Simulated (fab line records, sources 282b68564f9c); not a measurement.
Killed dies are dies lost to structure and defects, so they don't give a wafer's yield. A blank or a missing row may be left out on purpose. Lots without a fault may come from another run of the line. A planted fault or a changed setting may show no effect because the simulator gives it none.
fab line records | flow rit_cmos
record lots=5 wafers=15 last_day=6
route steps=202 shown FOX1@21 FOX2@23 NWELL@28 PWELL@39 WELLDRIVE@50 NRETRO@53 PRETRO@64
lots that met no fault: from a run of the same line without faults
start_h: hours from the record's first day to the start of the lot's first wafer shown | wait_h: hours since the lot's step before | " the same as in the row above | L1.1+2: a row that stands for several wafers | - no value, or no start given | * or withheld: withheld | < > ~ a bound
route shown NAME@n: a module of which the file shows steps, and the number in the route of the first | usual: mean/standard deviation of fault-free wafers | same: alike in all rows | chamber/n: place in a boat | sites: the reading at each site | _std_site: their standard deviation | _edge_site: outer sites' mean less inner sites' | radius_mm: how far each site lies from the wafer's centre | mask NAME#n: copy n | behind: the tool/chamber that last shaped the wafer | hold: why the lot was held/for how many hours/how that ended | device: the transistor (n, p or np) that didn't switch | end of line: the same wafers' tests at the end of the route | a step without rows: its recipe alone | killed: dies lost to structure and defects at the first sort, not the wafer's yield | map: a wafer's dies, x killed, . not, _ none there
set.NAME: the setting as run; set.NAME@STEP: as run at that earlier step | model.NAME: the simulator's own value behind a step, which no gauge read
lots at some steps of the route; a table a step, a row a wafer
services: from which hour (start_h, from the record's first day; less than 0 if before it) a tool's chamber was out of use, for how many hours, and why
## steps
# step RIT_FOX1_THK_MEAS_01
# recipe reads=SiO2_of_FOX1_OXIDATION_00
# usual FOX1_OXIDE_THK=351/6.2
# columns lot.wafer tool chamber start_h wait_h FOX1_OXIDE_THK[nm]
L079.3 film_metro-02 - 41.84 0.0 355
L079.5 " - " " 348
L079.6 " - " " 346
L086.1 film_metro-01 - 76.82 0.0 353
L086.3 " - " " 354
L086.6 " - " " 358
L089.1 film_metro-04 - 92.48 0.0 349
L089.2 " - " " 350
L089.6 " - " " 348
L090.2 film_metro-04 - 98.53 0.0 352
L090.3 " - " " 347
L090.5 " - " " 350
L093.1 film_metro-04 - 111.82 0.0 353
L093.2 " - " " 347
L093.4 " - " " 345
# step RIT_FOX1_WET_ETCH_02
# recipe chemistry=BOE target_depth_nm=350 time_s=390 temp_c=21.5 dry=n2_spin dilution=10:1 target=SiO2
# columns lot.wafer tool chamber start_h wait_h
L079.3+5+6 wet_bench-01 3 41.88 0.0
L086.1+3+6 wet_bench-01 2 76.88 0.1
L089.1+2+6 wet_bench-02 2 92.54 0.1
L090.2+3+5 wet_bench-02 3 98.58 0.0
L093.1+2+4 wet_bench-02 2 111.88 0.1
# step RIT_FOX2_OXIDATION_00
# recipe temp_c=1100 ambient=H2O target_thk_a=3507 p_h2o_torr=720 ox_time_s=1130
# columns lot.wafer tool chamber start_h wait_h
L079.3+5+6 furnace-04 0 42.05 0.1
L086.1+3+6 furnace-03 0 77.01 0.0
L089.1+2+6 furnace-03 0 92.65 0.0
L090.2+3+5 furnace-03 0 98.70 0.0
L093.1+2+4 furnace-04 0 112.01 0.0
# step RIT_FOX2_THK_MEAS_01
# recipe reads=SiO2_of_FOX2_OXIDATION_00
# usual FOX2_OXIDE_THK=350/6.2
# columns lot.wafer tool chamber start_h wait_h FOX2_OXIDE_THK[nm]
L079.3 film_metro-01 - 43.39 0.0 348
L079.5 " - " " 351
L079.6 " - " " 348
L086.1 film_metro-01 - 78.32 0.0 354
L086.3 " - " " 351
L086.6 " - " " 354
L089.1 film_metro-01 - 93.97 0.0 350
L089.2 " - " " 352
L089.6 " - " " 350
L090.2 film_metro-03 - 100.02 0.0 355
L090.3 " - " " 347
L090.5 " - " " 345
L093.1 film_metro-01 - 113.32 0.0 356
L093.2 " - " " 354
L093.4 " - " " 353
# step RIT_FOX2_CLEAN_02
# recipe chemistry=dHF dilution=50:1 time_s=174
# columns lot.wafer tool chamber start_h wait_h
L079.3+5+6 wet_bench-02 3 43.43 0.0
L086.1+3+6 wet_bench-02 0 78.38 0.1
L089.1+2+6 wet_bench-01 2 94.03 0.1
L090.2+3+5 wet_bench-01 1 100.07 0.0
L093.1+2+4 wet_bench-01 3 113.38 0.1
# step RIT_FOX2_WET_ETCH_03
# recipe chemistry=H3PO4 target=Si3N4 target_depth_nm=195 temp_c=165 time_s=2700
# columns lot.wafer tool chamber start_h wait_h
L079.3+5+6 wet_bench-01 1 43.49 0.0
L086.1+3+6 wet_bench-01 2 78.45 0.0
L089.1+2+6 wet_bench-02 1 94.09 0.0
L090.2+3+5 wet_bench-04 0 100.13 0.0
L093.1+2+4 wet_bench-04 0 113.44 0.0
# step RIT_FOX2_THK_MEAS_90
# recipe reads=SiO2_of_FOX2_OXIDATION_00
# usual FIELD_OXIDE_LEFT_1_THK=323/6.2
# columns lot.wafer tool chamber start_h wait_h FIELD_OXIDE_LEFT_1_THK[nm]
L079.3 film_metro-02 - 44.26 0.0 321
L079.5 " - " " 324
L079.6 " - " " 321
L086.1 film_metro-03 - 79.27 0.0 327
L086.3 " - " " 324
L086.6 " - " " 327
L089.1 film_metro-01 - 94.84 0.0 323
L089.2 " - " " 325
L089.6 " - " " 323
L090.2 film_metro-01 - 100.90 0.0 328
L090.3 " - " " 320
L090.5 " - " " 318
L093.1 film_metro-01 - 114.20 0.0 330
L093.2 " - " " 327
L093.4 " - " " 326
# step RIT_NWELL_HMDS_00
# recipe prime_time_s=60 prime_temp_c=140
# usual prime_temp_c=140.01/0.13
# columns lot.wafer tool chamber start_h wait_h prime_temp_c
L079.3 litho_track-03 0 44.35 0.1 140.01
L079.5 " 0 " " 139.83
L079.6 " 0 " " 139.95
L086.1 litho_track-03 0 79.49 0.2 140.01
L086.3 " 0 " " 140.08
L086.6 " 0 " " 139.97
L089.1 litho_track-04 0 94.90 0.1 139.91
L089.2 " 0 " " 139.84
L089.6 " 0 " " 140.13
L090.2 litho_track-04 0 100.97 0.1 140.09
L090.3 " 0 " " 140.09
L090.5 " 0 " " 140.20
L093.1 litho_track-03 0 114.26 0.1 139.80
L093.2 " 0 " " 139.72
L093.4 " 0 " " 139.85
# step RIT_NWELL_COAT_01
# recipe resist=NOVOLAK spin_rpm=2000 resist_thk_nm=1300
# columns lot.wafer tool chamber start_h wait_h
L079.3+5+6 litho_track-03 0 44.50 0.1
L086.1+3+6 litho_track-03 0 79.64 0.1
L089.1+2+6 litho_track-04 0 95.05 0.1
L090.2+3+5 litho_track-04 0 101.12 0.1
L093.1+2+4 litho_track-03 0 114.41 0.1
# step RIT_NWELL_SOFTBAKE_02
# recipe resist=NOVOLAK temp_c=90 time_s=60
# columns lot.wafer tool chamber start_h wait_h
L079.3+5+6 litho_track-03 0 44.65 0.1
L086.1+3+6 litho_track-03 0 79.79 0.1
L089.1+2+6 litho_track-04 0 95.20 0.1
L090.2+3+5 litho_track-04 0 101.27 0.1
L093.1+2+4 litho_track-03 0 114.56 0.1
# step RIT_NWELL_EXPOSE_03
# recipe mask_id=M2 na=0.57 target_cd_nm=43900 dose_mj=250
# columns lot.wafer tool chamber start_h wait_h mask
L079.3+5+6 iline_stepper-01 0 44.92 0.2 M2#0
L086.1+3+6 iline_stepper-01 0 79.94 0.1 M2#0
L089.1+2+6 iline_stepper-02 0 95.48 0.2 M2#0
L090.2+3+5 iline_stepper-01 0 101.54 0.2 M2#0
L093.1+2+4 iline_stepper-02 0 114.71 0.1 M2#0
# step RIT_NWELL_PEB_04
# recipe resist=NOVOLAK temp_c=withheld time_s=withheld
# columns lot.wafer tool chamber start_h wait_h
L079.3+5+6 litho_track-03 0 45.05 0.1
L086.1+3+6 litho_track-02 0 80.06 0.1
L089.1+2+6 litho_track-04 0 95.60 0.1
L090.2+3+5 litho_track-02 0 101.66 0.1
L093.1+2+4 litho_track-02 0 114.83 0.1
# step RIT_NWELL_DEVELOP_05
# recipe resist=NOVOLAK develop_time_s=68 dev_temp_c=23
# usual developer_temp_C=23.00/0.1
# columns lot.wafer tool chamber start_h wait_h developer_temp_C
L079.3 litho_track-03 0 - - 23.15
L079.5 " 0 " " 23.03
L079.6 " 0 " " 23.11
L086.1 litho_track-02 0 - - 22.95
L086.3 " 0 " " 22.87
L086.6 " 0 " " 23.01
L089.1 litho_track-04 0 - - 22.86
L089.2 " 0 " " 23.02
L089.6 " 0 " " 22.98
L090.2 litho_track-02 0 - - 22.93
L090.3 " 0 " " 22.80
L090.5 " 0 " " 23.08
L093.1 litho_track-02 0 - - 23.03
L093.2 " 0 " " 23.01
L093.4 " 0 " " 23.02
# step RIT_NWELL_OVL_MEAS_06
# usual NWELL_OVL=0.9/1.2
# columns lot.wafer tool chamber start_h wait_h NWELL_OVL[nm]
L079.3 overlay-02 - 45.32 - -0.6
L079.5 " - " " -0.5
L079.6 " - " " -1.3
L086.1 overlay-01 - 80.37 - -1.3
L086.3 " - " " -0.8
L086.6 " - " " -0.3
L089.1 overlay-02 - 95.91 - 0.2
L089.2 " - " " -0.7
L089.6 " - " " -0.4
L090.2 overlay-01 - 101.96 - 1.1
L090.3 " - " " -0.9
L090.5 " - " " -0.1
L093.1 overlay-02 - 115.14 - 1.3
L093.2 " - " " 1.5
L093.4 " - " " 0.8
# step RIT_NWELL_HARDBAKE_07
# recipe resist=NOVOLAK temp_c=140 time_s=120
# columns lot.wafer tool chamber start_h wait_h
L079.3+5+6 litho_track-02 0 45.43 0.1
L086.1+3+6 litho_track-03 0 80.41 0.0
L089.1+2+6 litho_track-04 0 95.95 0.0
L090.2+3+5 litho_track-02 0 102.03 0.1
L093.1+2+4 litho_track-03 0 115.18 0.0
# step RIT_NWELL_IMPLANT_08
# recipe species=P energy_kev=170 dose_cm2=4.926e+13 tilt_deg=7
# columns lot.wafer tool chamber start_h wait_h
L079.3+5+6 implanter-02 0 45.64 0.2
L086.1+3+6 implanter-04 0 80.66 0.2
L089.1+2+6 implanter-04 0 96.20 0.2
L090.2+3+5 implanter-04 0 102.26 0.2
L093.1+2+4 implanter-01 0 115.43 0.2
# step RIT_NWELL_STRIP_09
# recipe chemistry=O2 time_s=180 resist=NOVOLAK platen_temp_c=withheld power_w=500 pressure_mtorr=4000 o2_flow_sccm=4000
# usual drypump_motor_current_A=5.7/0.61 rf_refl_power_W=5.8/1.3
# columns lot.wafer tool chamber start_h wait_h drypump_motor_current_A rf_hours_counter_h rf_refl_power_W
L079.3 plasma_asher-04 1 45.80 0.1 6.4 - 7.9
L079.5 " 1 " " 6.4 - 7.8
L079.6 " 0 " " 5.9 - 4.5
L086.1 plasma_asher-04 1 80.81 0.1 6.4 41 8.1
L086.3 " 0 " " 5.9 - 4.2
L086.6 " 0 " " 5.9 - 4.4
L089.1 plasma_asher-01 1 96.35 0.1 5.2 46 5.1
L089.2 " 0 " " 6.4 46 6.4
L089.6 " 0 " " 6.5 - 6.6
L090.2 plasma_asher-04 1 102.39 0.1 6.4 43 8.2
L090.3 " 1 " " 6.4 - 7.8
L090.5 " 0 " " 5.9 - 4.2
L093.1 plasma_asher-02 1 115.58 0.1 4.9 34 5.5
L093.2 " 0 " " 5.1 34 5.6
L093.4 " 1 " " 4.9 - 5.4
# step RIT_NWELL_TW_MEAS_10
# usual NWELL_TW=2158/11
# columns lot.wafer tool chamber start_h wait_h NWELL_TW
L079.3 film_metro-01 - 45.94 0.1 2155
L079.5 " - " " 2164
L079.6 " - " " 2155
L086.1 film_metro-03 - 80.98 0.1 2153
L086.3 " - " " 2140
L086.6 " - " " 2149
L089.1 film_metro-03 - 96.52 0.1 2156
L089.2 " - " " 2153
L089.6 " - " " 2154
L090.2 film_metro-01 - 102.57 0.1 2177
L090.3 " - " " 2164
L090.5 " - " " 2162
L093.1 film_metro-01 - 115.75 0.1 2163
L093.2 " - " " 2170
L093.4 " - " " 2180
# step RIT_PWELL_HMDS_00
# recipe prime_time_s=60 prime_temp_c=140
# usual prime_temp_c=140.04/0.13
# columns lot.wafer tool chamber start_h wait_h prime_temp_c
L079.3 litho_track-04 0 46.03 0.1 140.02
L079.5 " 0 " " 139.96
L079.6 " 0 " " 139.97
L086.1 litho_track-04 0 81.07 0.1 139.97
L086.3 " 0 " " 139.96
L086.6 " 0 " " 140.01
L089.1 litho_track-04 0 96.58 0.1 140.24
L089.2 " 0 " " 140.34
L089.6 " 0 " " 140.24
L090.2 litho_track-01 0 102.67 0.1 140.02
L090.3 " 0 " " 140.20
L090.5 " 0 " " 140.21
L093.1 litho_track-01 0 115.81 0.1 139.90
L093.2 " 0 " " 140.21
L093.4 " 0 " " 140.08
# step RIT_PWELL_COAT_01
# recipe resist=NOVOLAK spin_rpm=2000 resist_thk_nm=1300
# columns lot.wafer tool chamber start_h wait_h
L079.3+5+6 litho_track-04 0 46.18 0.1
L086.1+3+6 litho_track-04 0 81.22 0.1
L089.1+2+6 litho_track-04 0 96.73 0.1
L090.2+3+5 litho_track-01 0 102.82 0.1
L093.1+2+4 litho_track-01 0 115.96 0.1
# step RIT_PWELL_SOFTBAKE_02
# recipe resist=NOVOLAK temp_c=90 time_s=60
# columns lot.wafer tool chamber start_h wait_h
L079.3+5+6 litho_track-04 0 46.33 0.1
L086.1+3+6 litho_track-04 0 81.37 0.1
L089.1+2+6 litho_track-04 0 96.88 0.1
L090.2+3+5 litho_track-01 0 102.97 0.1
L093.1+2+4 litho_track-01 0 116.11 0.1
# step RIT_PWELL_EXPOSE_03
# recipe mask_id=M3 na=0.57 target_cd_nm=43700 dose_mj=250
# columns lot.wafer tool chamber start_h wait_h mask
L079.3+5+6 iline_stepper-01 0 46.59 0.2 M3#0
L086.1+3+6 iline_stepper-02 0 81.64 0.2 M3#0
L089.1+2+6 iline_stepper-02 0 97.16 0.2 M3#0
L090.2+3+5 iline_stepper-02 0 103.11 0.1 M3#0
L093.1+2+4 iline_stepper-01 0 116.26 0.1 M3#0
# step RIT_PWELL_PEB_04
# recipe resist=NOVOLAK temp_c=withheld time_s=withheld
# columns lot.wafer tool chamber start_h wait_h
L079.3+5+6 litho_track-04 0 46.72 0.1
L086.1+3+6 litho_track-01 0 81.88 0.2
L089.1+2+6 litho_track-04 0 97.27 0.1
L090.2+3+5 litho_track-04 0 103.23 0.1
L093.1+2+4 litho_track-04 0 116.38 0.1
# step RIT_PWELL_DEVELOP_05
# recipe resist=NOVOLAK develop_time_s=68 dev_temp_c=23
# usual developer_temp_C=22.99/0.099
# columns lot.wafer tool chamber start_h wait_h developer_temp_C
L079.3 litho_track-04 0 - - 23.00
L079.5 " 0 " " 22.97
L079.6 " 0 " " 22.95
L086.1 litho_track-01 0 - - 22.88
L086.3 " 0 " " 22.79
L086.6 " 0 " " 22.86
L089.1 litho_track-04 0 - - 23.16
L089.2 " 0 " " 23.09
L089.6 " 0 " " 23.13
L090.2 litho_track-04 0 - - 22.91
L090.3 " 0 " " 23.05
L090.5 " 0 " " 23.11
L093.1 litho_track-04 0 - - 23.04
L093.2 " 0 " " 22.94
L093.4 " 0 " " 23.15
# step RIT_PWELL_OVL_MEAS_06
# usual PWELL_OVL=1.4/1.3
# columns lot.wafer tool chamber start_h wait_h PWELL_OVL[nm]
L079.3 overlay-01 - 47.00 - 2.0
L079.5 " - " " 2.0
L079.6 " - " " 0.8
L086.1 overlay-01 - 82.20 - 1.8
L086.3 " - " " 1.0
L086.6 " - " " 1.3
L089.1 overlay-02 - 97.59 - 0.4
L089.2 " - " " 0.6
L089.6 " - " " 1.6
L090.2 overlay-02 - 103.53 - 2.5
L090.3 " - " " 1.7
L090.5 " - " " 0.2
L093.1 overlay-01 - 116.69 - 1.4
L093.2 " - " " 0.5
L093.4 " - " " 1.0
# step RIT_PWELL_HARDBAKE_07
# recipe resist=NOVOLAK temp_c=140 time_s=120
# columns lot.wafer tool chamber start_h wait_h
L079.3+5+6 litho_track-04 0 47.10 0.1
L086.1+3+6 litho_track-02 0 82.27 0.1
L089.1+2+6 litho_track-04 0 97.62 0.0
L090.2+3+5 litho_track-01 0 103.60 0.1
L093.1+2+4 litho_track-01 0 116.73 0.0
# step RIT_PWELL_IMPLANT_08
# recipe species=B energy_kev=167 dose_cm2=7e+13 tilt_deg=7
# columns lot.wafer tool chamber start_h wait_h
L079.3+5+6 implanter-01 0 47.32 0.2
L086.1+3+6 implanter-04 0 82.52 0.2
L089.1+2+6 implanter-03 0 97.87 0.2
L090.2+3+5 implanter-01 0 103.83 0.2
L093.1+2+4 implanter-03 0 116.98 0.2
# step RIT_PWELL_STRIP_09
# recipe chemistry=O2 time_s=180 resist=NOVOLAK platen_temp_c=withheld power_w=500 pressure_mtorr=4000 o2_flow_sccm=4000
# usual drypump_motor_current_A=5.6/0.52 rf_refl_power_W=5.7/1.3
# columns lot.wafer tool chamber start_h wait_h drypump_motor_current_A rf_hours_counter_h rf_refl_power_W
L079.3 plasma_asher-03 1 47.48 0.1 6.0 - 4.5
L079.5 " 1 " " 6.1 - 4.5
L079.6 " 0 " " 5.8 - 7.0
L086.1 plasma_asher-03 1 82.67 0.1 6.0 45 4.3
L086.3 " 1 " " 6.1 - 4.6
L086.6 " 1 " " 6.0 - 4.9
L089.1 plasma_asher-03 0 98.02 0.1 5.8 47 6.9
L089.2 " 1 " " 6.1 47 4.5
L089.6 " 0 " " 5.8 - 6.9
L090.2 plasma_asher-02 0 103.96 0.1 5.1 32 5.3
L090.3 " 1 " " 5.0 - 5.2
L090.5 " 1 " " 4.9 - 5.1
L093.1 plasma_asher-02 1 117.13 0.1 5.0 34 5.1
L093.2 " 0 " " 5.1 34 5.4
L093.4 " 1 " " 4.9 - 5.0
# step RIT_PWELL_TW_MEAS_10
# usual PWELL_TW=961/4.9
# columns lot.wafer tool chamber start_h wait_h PWELL_TW
L079.3 film_metro-04 - 47.62 0.1 960
L079.5 " - " " 962
L079.6 " - " " 959
L086.1 film_metro-03 - 82.84 0.1 962
L086.3 " - " " 959
L086.6 " - " " 960
L089.1 film_metro-03 - 98.20 0.1 960
L089.2 " - " " 956
L089.6 " - " " 955
L090.2 film_metro-01 - 104.14 0.1 962
L090.3 " - " " 965
L090.5 " - " " 969
L093.1 film_metro-04 - 117.30 0.1 955
L093.2 " - " " 955
L093.4 " - " " 960
# step RIT_WELLDRIVE_ANNEAL_00
# recipe temp_c=1100 time_s=14700 ambient=N2
# columns lot.wafer tool chamber start_h wait_h
L079.3+5+6 furnace-02 0 47.66 0.0
L086.1+3+6 furnace-01 0 82.90 0.1
L089.1+2+6 furnace-01 0 98.26 0.1
L090.2+3+5 furnace-02 0 104.19 0.0
L093.1+2+4 furnace-01 0 118.32 1.0
# step RIT_WELLDRIVE_RS_MEAS_01
# recipe thk_meas_gauge=four-point-probe
# usual NWELL_RS=278.1/0.75
# columns lot.wafer tool chamber start_h wait_h NWELL_RS[ohm/sq]
L079.3 film_metro-03 - 52.78 0.0 277.0
L079.5 " - " " 277.9
L079.6 " - " " 276.9
L086.1 film_metro-04 - 87.99 0.0 277.4
L086.3 " - " " 277.1
L086.6 " - " " 278.3
L089.1 film_metro-03 - 103.34 0.0 277.6
L089.2 " - " " 277.3
L089.6 " - " " 277.5
L090.2 film_metro-01 - 109.30 0.0 278.9
L090.3 " - " " 278.8
L090.5 " - " " 277.7
L093.1 film_metro-03 - 123.40 0.0 278.3
L093.2 " - " " 277.6
L093.4 " - " " 276.6
# step RIT_WELLDRIVE_RS_MEAS_02
# recipe thk_meas_gauge=four-point-probe
# usual PWELL_RS=429.8/1.5
# columns lot.wafer tool chamber start_h wait_h PWELL_RS[ohm/sq]
L079.3 film_metro-03 - 52.90 0.1 427.7
L079.5 " - " " 429.2
L079.6 " - " " 429.8
L086.1 film_metro-04 - 88.11 0.1 430.3
L086.3 " - " " 429.5
L086.6 " - " " 429.7
L089.1 film_metro-03 - 103.46 0.1 430.2
L089.2 " - " " 431.2
L089.6 " - " " 431.7
L090.2 film_metro-01 - 109.42 0.1 430.8
L090.3 " - " " 431.9
L090.5 " - " " 431.1
L093.1 film_metro-03 - 123.52 0.1 427.1
L093.2 " - " " 427.0
L093.4 " - " " 427.4
# step RIT_NRETRO_HMDS_00
# recipe prime_time_s=60 prime_temp_c=140
# usual prime_temp_c=139.99/0.17
# columns lot.wafer tool chamber start_h wait_h prime_temp_c
L079.3 litho_track-04 0 53.03 0.1 140.17
L079.5 " 0 " " 140.37
L079.6 " 0 " " 140.17
L086.1 litho_track-03 0 88.23 0.1 139.75
L086.3 " 0 " " 139.96
L086.6 " 0 " " 139.91
L089.1 litho_track-03 0 103.58 0.1 140.32
L089.2 " 0 " " 140.10
L089.6 " 0 " " 140.10
L090.2 litho_track-04 0 109.54 0.1 140.06
L090.3 " 0 " " 139.86
L090.5 " 0 " " 140.08
L093.1 litho_track-04 0 123.64 0.1 140.15
L093.2 " 0 " " 140.13
L093.4 " 0 " " 140.00
# step RIT_NRETRO_COAT_01
# recipe resist=NOVOLAK spin_rpm=2000 resist_thk_nm=1300
# columns lot.wafer tool chamber start_h wait_h
L079.3+5+6 litho_track-04 0 53.18 0.1
L086.1+3+6 litho_track-03 0 88.38 0.1
L089.1+2+6 litho_track-03 0 103.73 0.1
L090.2+3+5 litho_track-04 0 109.69 0.1
L093.1+2+4 litho_track-04 0 123.79 0.1
# step RIT_NRETRO_SOFTBAKE_02
# recipe resist=NOVOLAK temp_c=90 time_s=60
# columns lot.wafer tool chamber start_h wait_h
L079.3+5+6 litho_track-04 0 53.33 0.1
L086.1+3+6 litho_track-03 0 88.53 0.1
L089.1+2+6 litho_track-03 0 103.88 0.1
L090.2+3+5 litho_track-04 0 109.84 0.1
L093.1+2+4 litho_track-04 0 123.94 0.1
# step RIT_NRETRO_EXPOSE_03
# recipe mask_id=M4 na=0.57 target_cd_nm=43900 dose_mj=250
# columns lot.wafer tool chamber start_h wait_h mask
L079.3+5+6 iline_stepper-02 0 53.47 0.1 M4#0
L086.1+3+6 iline_stepper-02 0 88.68 0.1 M4#0
L089.1+2+6 iline_stepper-01 0 104.03 0.1 M4#0
L090.2+3+5 iline_stepper-01 0 109.99 0.1 M4#0
L093.1+2+4 iline_stepper-02 0 124.09 0.1 M4#0
# step RIT_NRETRO_PEB_04
# recipe resist=NOVOLAK temp_c=withheld time_s=withheld
# columns lot.wafer tool chamber start_h wait_h
L079.3+5+6 litho_track-03 0 53.60 0.1
L086.1+3+6 litho_track-03 0 88.79 0.1
L089.1+2+6 litho_track-01 0 104.15 0.1
L090.2+3+5 litho_track-03 0 110.11 0.1
L093.1+2+4 litho_track-03 0 124.21 0.1
# step RIT_NRETRO_DEVELOP_05
# recipe resist=NOVOLAK develop_time_s=68 dev_temp_c=23
# usual developer_temp_C=23.02/0.1
# columns lot.wafer tool chamber start_h wait_h developer_temp_C
L079.3 litho_track-03 0 - - 22.96
L079.5 " 0 " " 23.02
L079.6 " 0 " " 23.23
L086.1 litho_track-03 0 - - 22.97
L086.3 " 0 " " 22.94
L086.6 " 0 " " 23.10
L089.1 litho_track-01 0 - - 23.08
L089.2 " 0 " " 22.95
L089.6 " 0 " " 23.11
L090.2 litho_track-03 0 - - 23.09
L090.3 " 0 " " 22.98
L090.5 " 0 " " 22.85
L093.1 litho_track-03 0 - - 23.07
L093.2 " 0 " " 23.04
L093.4 " 0 " " 23.15
# step RIT_NRETRO_OVL_MEAS_06
# usual NRETRO_OVL=-0.2/1.3
# columns lot.wafer tool chamber start_h wait_h NRETRO_OVL[nm]
L079.3 overlay-01 - 53.87 - 1.7
L079.5 " - " " 1.0
L079.6 " - " " 2.0
L086.1 overlay-01 - 89.11 - 3.1
L086.3 " - " " -0.1
L086.6 " - " " 3.7
L089.1 overlay-01 - 104.46 - -0.9
L089.2 " - " " -2.5
L089.6 " - " " -1.3
L090.2 overlay-01 - 110.40 - 0.1
L090.3 " - " " -0.6
L090.5 " - " " -2.2
L093.1 overlay-02 - 124.52 - -2.3
L093.2 " - " " -1.3
L093.4 " - " " -1.6
# step RIT_NRETRO_HARDBAKE_07
# recipe resist=NOVOLAK temp_c=140 time_s=120
# columns lot.wafer tool chamber start_h wait_h
L079.3+5+6 litho_track-03 0 53.98 0.1
L086.1+3+6 litho_track-01 0 89.14 0.0
L089.1+2+6 litho_track-04 0 104.50 0.0
L090.2+3+5 litho_track-03 0 110.47 0.1
L093.1+2+4 litho_track-04 0 124.56 0.0
# step RIT_NRETRO_IMPLANT_08
# recipe species=P energy_kev=70 dose_cm2=1e+13 tilt_deg=7
# columns lot.wafer tool chamber start_h wait_h
L079.3+5+6 implanter-01 0 54.20 0.2
L086.1+3+6 implanter-02 0 89.39 0.2
L089.1+2+6 implanter-03 0 104.75 0.2
L090.2+3+5 implanter-02 0 110.71 0.2
L093.1+2+4 implanter-01 0 124.81 0.2
# step RIT_NRETRO_STRIP_09
# recipe chemistry=O2 time_s=180 resist=NOVOLAK platen_temp_c=withheld power_w=500 pressure_mtorr=4000 o2_flow_sccm=4000
# usual drypump_motor_current_A=5.5/0.54 rf_refl_power_W=5.6/0.78
# columns lot.wafer tool chamber start_h wait_h drypump_motor_current_A rf_hours_counter_h rf_refl_power_W
L079.3 plasma_asher-01 1 54.35 0.1 5.2 - 4.9
L079.5 " 1 " " 5.1 - 4.8
L079.6 " 0 " " 6.5 - 6.1
L086.1 plasma_asher-01 1 89.54 0.1 5.2 45 5.2
L086.3 " 1 " " 5.2 - 5.0
L086.6 " 1 " " 5.2 - 5.2
L089.1 plasma_asher-03 1 104.90 0.1 6.0 48 4.7
L089.2 " 0 " " 5.8 48 7.1
L089.6 " 0 " " 5.8 - 7.2
L090.2 plasma_asher-02 0 110.83 0.1 5.1 33 5.4
L090.3 " 1 " " 4.9 - 5.3
L090.5 " 0 " " 5.1 - 5.5
L093.1 plasma_asher-03 0 124.96 0.1 5.8 50 6.9
L093.2 " 1 " " 6.0 50 4.4
L093.4 " 0 " " 5.8 - 6.9
# step RIT_NRETRO_TW_MEAS_10
# usual NRETRO_TW=1055/7.4
# columns lot.wafer tool chamber start_h wait_h NRETRO_TW
L079.3 film_metro-04 - 54.49 0.1 1050
L079.5 " - " " 1049
L079.6 " - " " 1060
L086.1 film_metro-02 - 89.72 0.1 1053
L086.3 " - " " 1048
L086.6 " - " " 1050
L089.1 film_metro-02 - 105.07 0.1 1044
L089.2 " - " " 1042
L089.6 " - " " 1050
L090.2 film_metro-02 - 111.02 0.1 1043
L090.3 " - " " 1045
L090.5 " - " " 1046
L093.1 film_metro-03 - 125.13 0.1 1067
L093.2 " - " " 1067
L093.4 " - " " 1063
# step RIT_PRETRO_HMDS_00
# recipe prime_time_s=60 prime_temp_c=140
# usual prime_temp_c=140.00/0.15
# columns lot.wafer tool chamber start_h wait_h prime_temp_c
L079.3 litho_track-03 0 54.58 0.1 140.00
L079.5 " 0 " " 140.07
L079.6 " 0 " " 139.93
L086.1 litho_track-01 0 89.78 0.1 139.79
L086.3 " 0 " " 139.84
L086.6 " 0 " " 140.00
L089.1 litho_track-03 0 105.13 0.1 139.73
L089.2 " 0 " " 140.24
L089.6 " 0 " " 140.00
L090.2 litho_track-03 0 111.14 0.1 140.03
L090.3 " 0 " " 140.07
L090.5 " 0 " " 139.95
L093.1 litho_track-03 0 125.19 0.1 139.93
L093.2 " 0 " " 139.90
L093.4 " 0 " " 139.75
# step RIT_PRETRO_COAT_01
# recipe resist=NOVOLAK spin_rpm=2000 resist_thk_nm=1300
# columns lot.wafer tool chamber start_h wait_h
L079.3+5+6 litho_track-03 0 54.73 0.1
L086.1+3+6 litho_track-01 0 89.93 0.1
L089.1+2+6 litho_track-03 0 105.28 0.1
L090.2+3+5 litho_track-03 0 111.29 0.1
L093.1+2+4 litho_track-03 0 125.34 0.1
# step RIT_PRETRO_SOFTBAKE_02
# recipe resist=NOVOLAK temp_c=90.65 time_s=60
# columns lot.wafer tool chamber start_h wait_h
L079.3+5+6 litho_track-03 0 54.88 0.1
L086.1+3+6 litho_track-01 0 90.08 0.1
L089.1+2+6 litho_track-03 0 105.43 0.1
L090.2+3+5 litho_track-03 0 111.44 0.1
L093.1+2+4 litho_track-03 0 125.49 0.1
# step RIT_PRETRO_EXPOSE_03
# recipe mask_id=M5 na=0.57 target_cd_nm=43700 dose_mj=250
# columns lot.wafer tool chamber start_h wait_h mask
L079.3+5+6 iline_stepper-01 0 55.02 0.1 M5#0
L086.1+3+6 iline_stepper-02 0 90.23 0.1 M5#0
L089.1+2+6 iline_stepper-02 0 105.58 0.1 M5#0
L090.2+3+5 iline_stepper-02 0 111.58 0.1 M5#0
L093.1+2+4 iline_stepper-02 0 125.64 0.1 M5#0
# step RIT_PRETRO_PEB_04
# recipe resist=NOVOLAK temp_c=withheld time_s=withheld
# columns lot.wafer tool chamber start_h wait_h
L079.3+5+6 litho_track-01 0 55.15 0.1
L086.1+3+6 litho_track-03 0 90.34 0.1
L089.1+2+6 litho_track-02 0 105.70 0.1
L090.2+3+5 litho_track-03 0 111.70 0.1
L093.1+2+4 litho_track-02 0 125.76 0.1
# step RIT_PRETRO_DEVELOP_05
# recipe resist=NOVOLAK develop_time_s=68 dev_temp_c=23
# usual developer_temp_C=22.99/0.12
# columns lot.wafer tool chamber start_h wait_h developer_temp_C
L079.3 litho_track-01 0 - - 23.09
L079.5 " 0 " " 22.95
L079.6 " 0 " " 23.04
L086.1 litho_track-03 0 - - 23.12
L086.3 " 0 " " 23.08
L086.6 " 0 " " 23.06
L089.1 litho_track-02 0 - - 22.98
L089.2 " 0 " " 23.13
L089.6 " 0 " " 23.11
L090.2 litho_track-03 0 - - 23.04
L090.3 " 0 " " 22.99
L090.5 " 0 " " 22.92
L093.1 litho_track-02 0 - - 22.87
L093.2 " 0 " " 22.94
L093.4 " 0 " " 22.85
## services
# columns tool chamber start_h hours kind
iline_stepper-01 - 33.92 3.8 repair
iline_stepper-02 - 43.42 1.7 pm
implanter-03 - 53.75 17.6 repair
implanter-02 - 58.08 7.7 repair
implanter-01 - 77.66 3.2 repair
implanter-04 - 91.54 2.0 repair
implanter-01 - 92.37 6.4 repair
plasma_asher-02 - 106.27 1.4 repair
plasma_asher-01 - 108.75 9.0 pm
plasma_asher-01 0 108.75 9.0 vent_cycle
plasma_asher-01 1 108.75 9.0 vent_cycle
furnace-02 - 114.45 3.5 pm
furnace-02 - 115.64 4.0 repair
plasma_asher-01 0 117.75 - clean
plasma_asher-01 1 117.75 - clean
## key
fault none
